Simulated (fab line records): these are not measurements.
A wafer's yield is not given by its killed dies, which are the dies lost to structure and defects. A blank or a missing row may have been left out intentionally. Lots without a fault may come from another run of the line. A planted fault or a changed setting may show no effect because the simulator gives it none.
Which of the tools did it? | flow berkeley cmos170 | 7 lots with 21 wafers sampled at 2 steps, on a route of 331 steps

== WHAT EACH GAUGE READ, for each wafer ==
UCB170_NLDD_TW_MEAS_11.
lot  | measured     | on            | NLDD_TW
L392 | day 6 19:55  | film metro-01 | 2198 2203 2198
L394 | day 7 11:32  | film metro-01 | 2204 2207 2208
L397 | day 7 12:59  | film metro-02 | 2493 2491 2491
L401 | day 8 13:23  | film metro-02 | 2239 2237 2237
L407 | day 9 15:04  | film metro-01 | 2219 2204 2232
L411 | day 10 14:10 | film metro-02 | 2243 2234 2219
L413 | day 10 20:26 | film metro-03 | 2206 2198 2207

== EACH LOT AND THE TOOL THAT RAN IT (in order: tool; ch and the chambers of the sampled wafers; start) ==
lot  | UCB170_NLDD_IMPLANT_09
L392 | implanter-01 ch 0, day 6 19:40
L394 | implanter-01 ch 0, day 7 11:17
L397 | implanter-01 ch 0, day 7 12:26
L401 | implanter-01 ch 0, day 8 13:08
L407 | implanter-04 ch 0, day 9 14:49
L411 | implanter-03 ch 0, day 10 13:55
L413 | implanter-01 ch 0, day 10 20:13
- UCB170_NLDD_IMPLANT_09

== THE ANSWER, worked out from the rows above alone ==
Rule: what is usual is taken from the lots themselves. Put in order of their means at a reading, lots are off if they are a third of the lots or fewer, leave a main group of 4 or more, and stand apart from it by a gap of 3 or more times the standard deviation of the main group's means; of several such gaps the widest counts. If all means in a main group match to the digits the tables above print for the reading, that group is not used. A lot without any number at a reading at which 4 lots or more have one is off too. Where the step has rows for the other lots, those lots are counted as sound.
Off: L397, seen at UCB170_NLDD_TW_MEAS_11 (NLDD_TW). Mean 2216 and standard deviation 14 in the main group.
If a tool, at a process step before that reading, ran all the lots that are off and no sound lot after the first of them, it fits. The gauges at UCB170_NLDD_TW_MEAS_11 are tried like those tools. No candidate that was tried fits.

== WHAT THE SIMULATOR HAD INSERTED ==
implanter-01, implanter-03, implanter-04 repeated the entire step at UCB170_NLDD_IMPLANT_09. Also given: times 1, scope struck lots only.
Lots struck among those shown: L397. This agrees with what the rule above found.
